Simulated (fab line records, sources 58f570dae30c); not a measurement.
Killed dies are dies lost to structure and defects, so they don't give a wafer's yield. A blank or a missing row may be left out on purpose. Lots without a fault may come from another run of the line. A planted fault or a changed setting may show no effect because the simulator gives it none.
A struck lot beside a sound one | flow berkeley_cmos170 | 43 steps out of a route of 331
Sound: wafers L253.2, L253.4, L253.6. Struck: wafers L258.4, L258.5, L258.6. The cause comes at the end.
At each step with rows: each side's tool, then ch and its chambers, then its first start. Under that, the readings that differ: sound wafers | struck wafers | difference of the means | sigmas: that difference in standard deviations of wafers without a fault.
alike: readings whose means differ by less than 2 such deviations, and words and numbers that are the same on both sides. not compared: withheld readings, readings that some wafer has no value for, bounds like >300 that may hide the same value, and numbers for which the record gives no deviation and whose values overlap.
The two part at a step that has a row with sigmas, a row that says differs or no value, or rows on one side only. Numbers that don't overlap but have no deviation are shown without sigmas and don't part them. A reading that every wafer of one side lacks parts them only if that side has two wafers or more.

first, 3 steps without rows for these wafers: UCB170_PVT_EXPOSE_03 (exposes mask NWELL, target cd 3000 nm); UCB170_PVT_PEB_04; UCB170_PVT_DEVELOP_05 (develop time 45 s).
UCB170_PVT_OVL_MEAS_06:
  sound on overlay-02, day 6 01:11; struck on overlay-01, day 6 21:25
  alike: PVT_OVL
then, 1 step without rows for these wafers: UCB170_PVT_IMPLANT_07.
UCB170_PVT_STRIP_08: strips in O2.
  sound on plasma_asher-03 ch 1, day 6 01:22; struck on plasma_asher-02 ch 0,1, day 6 21:37
  alike: drypump_motor_current_A, oes_product_au, strip_time_to_endpoint_s
  not compared: rf_hours_counter_h
UCB170_PVT_TW_MEAS_09:
  sound on film_metro-02, day 6 01:28; struck on film_metro-02, day 6 21:43
  alike: PVT_TW
then, 1 step without rows for these wafers: UCB170_GATE_WET_ETCH_00 (etches SiO2 in dHF, time 200 s).
UCB170_FIELD_THK_MEAS_91:
  sound on film_metro-03, day 6 01:36; struck on film_metro-01, day 6 21:50
  alike: FIELD_OXIDE_LEFT_2_THK
then, 1 step without rows for these wafers: UCB170_GATE_OXIDATION_01 (target thk 6.6 nm, ox time 1800 s).
UCB170_GATE_THK_MEAS_02:
  sound on film_metro-01, day 6 06:23; struck on film_metro-01, day 7 02:14
  alike: GATE_OXIDE_THK
then, 1 step without rows for these wafers: UCB170_GATE_ANNEAL_03 (time 1800 s).
UCB170_GATE_CVD_04: deposits poly-Si from SiH4, time 1440 s, target thk 214 nm.
  sound on lpcvd-02 ch 1, day 6 10:28; struck on lpcvd-02 ch 1, day 7 08:05
  reading                                  | sound             | struck            | difference | sigmas
  pressure_mtorr (mTorr)                   | 375.7 375.4 375.9 | 562.4 563.7 563.2 | +187.4     | +99 or more
  susceptor_temp_C (C)                     | 609.6 609.8 610.1 | 610.4 610.4 610.6 | +0.6       | +2
  model.poly-Si_of_GATE_CVD_04.thk_nm (nm) | 214.7 213.4 215.3 | 261.9 262.1 262   | +47.5      |
UCB170_GATE_THK_MEAS_05:
  sound on film_metro-02, day 6 11:52; struck on film_metro-01, day 7 09:45
  reading            | sound             | struck            | difference | sigmas
  GATE_POLY_THK (nm) | 214.6 213.3 215.2 | 262.0 261.9 262.0 | +47.6      | +24
  not compared: hold
then, 5 steps without rows for these wafers: UCB170_GATE_COAT_07 (resist thk 900 nm); UCB170_GATE_SOFTBAKE_08 (time 60 s); UCB170_GATE_EXPOSE_09 (exposes mask POLY, target cd 350 nm); UCB170_GATE_PEB_10; UCB170_GATE_DEVELOP_11 (develop time 45 s).
UCB170_GATE_CD_MEAS_12: target cd 350 nm.
  sound on cd_sem-01, day 6 13:03; struck on cd_sem-01, day 7 16:14
  alike: cd_nm
UCB170_GATE_OVL_MEAS_13:
  sound on overlay-02, day 6 13:10; struck on overlay-02, day 7 16:19
  alike: GATE_OVL
UCB170_GATE_ETCH_14: etches BARC in N2/H2.
  sound on rie_diel-02 ch 2,3, day 6 13:11; struck on rie_diel-01 ch 0,1, day 7 16:19
  alike: drypump_motor_current_A, oes_product_au, throttle_valve_pct
UCB170_GATE_ETCH_15: etches poly-Si in HBr/Cl2, stops on SiO2, time 56.3 s, target depth 278.2 nm.
  sound on rie_si-01 ch 2,3, day 6 13:14; struck on rie_si-02 ch 0,3, day 7 16:22
  reading                          | sound             | struck            | difference | sigmas
  drypump_motor_current_A (A)      | 4.9 5.5 4.9       | 6.3 5.9 6.3       | +1.1       | +2
  oes_product_au (a.u.)            | 0.830 0.827 0.825 | 0.917 0.957 0.922 | +0.105     | +7
  throttle_valve_pct (%)           | 26.82 26.39 26.83 | 26.18 26.29 26.19 | -0.46      | -2
  model.etch.depth_nm (nm)         | 214.7 213.4 215.3 | 261.9 262.1 262   | +47.5      |
  model.GATE.feature_depth_nm (nm) | 214.7 213.4 215.3 | 262 262.1 262.1   | +48        |
  not compared: rf_hours_counter_h
UCB170_GATE_STRIP_16: strips in O2.
  sound on plasma_asher-04 ch 0,1, day 6 13:17; struck on plasma_asher-01 ch 0,1, day 7 16:27
  alike: drypump_motor_current_A, oes_product_au
  not compared: rf_hours_counter_h
UCB170_GATE_CD_MEAS_90: target cd 350 nm.
  sound on cd_sem-01, day 6 13:24; struck on cd_sem-02, day 7 16:34
  alike: cd_nm
then, 7 steps without rows for these wafers: UCB170_GATE_CLEAN_17 (cleans in SPM, time 600 s); UCB170_PLDD_HMDS_00 (prime time 60 s); UCB170_PLDD_COAT_01 (resist thk 900 nm); UCB170_PLDD_SOFTBAKE_02 (time 60 s); UCB170_PLDD_EXPOSE_03 (exposes mask PSELECT, target cd 1200 nm); UCB170_PLDD_PEB_04; UCB170_PLDD_DEVELOP_05 (develop time 45 s).
UCB170_PLDD_CD_MEAS_06: target cd 1200 nm.
  sound on cd_sem-01, day 6 15:02; struck on cd_sem-02, day 7 18:07
  alike: cd_nm
UCB170_PLDD_OVL_MEAS_07:
  sound on overlay-02, day 6 15:09; struck on overlay-01, day 7 18:11
  alike: PLDD_OVL
then, 2 steps without rows for these wafers: UCB170_PLDD_IMPLANT_08; UCB170_PLDD_IMPLANT_09.
UCB170_PLDD_STRIP_10: strips in O2.
  sound on plasma_asher-01 ch 1, day 6 15:29; struck on plasma_asher-01 ch 0,1, day 8 21:39
  alike: drypump_motor_current_A, oes_product_au, strip_time_to_endpoint_s
  not compared: rf_hours_counter_h
UCB170_PLDD_TW_MEAS_11:
  sound on film_metro-02, day 6 15:35; struck on film_metro-02, day 8 21:45
  alike: PLDD_TW
then, 3 steps without rows for these wafers: UCB170_PLDD_CLEAN_12 (cleans in SPM, time 600 s); UCB170_NLDD_HMDS_00 (prime time 60 s); UCB170_NLDD_COAT_01 (resist thk 900 nm).
UCB170_SILICIDE_PRE_CLEAN_00: preclean etch time 60 s.
  sound on pvd_sputter-03, day 7 03:50; struck on pvd_sputter-01, day 9 08:34
  reading                                  | sound             | struck            | difference | sigmas
  model.poly-Si_of_GATE_CVD_04.thk_nm (nm) | 207.8 206.6 208.5 | 255.1 255.3 255.2 | +47.6      |
UCB170_M3_PROBE_99:
  the record has rows for the sound wafers here (prober-02, day 8 02:12) and none for the struck ones

WHERE THEY PART
First at UCB170_GATE_CVD_04; last, within this record, at UCB170_M3_PROBE_99.

WHY: what the simulator had put in
Process parameter drift: lpcvd-02, from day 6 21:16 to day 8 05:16, at UCB170_GATE_CVD_04. Setting pressure_mtorr, moved by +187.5, from 375. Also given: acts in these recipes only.
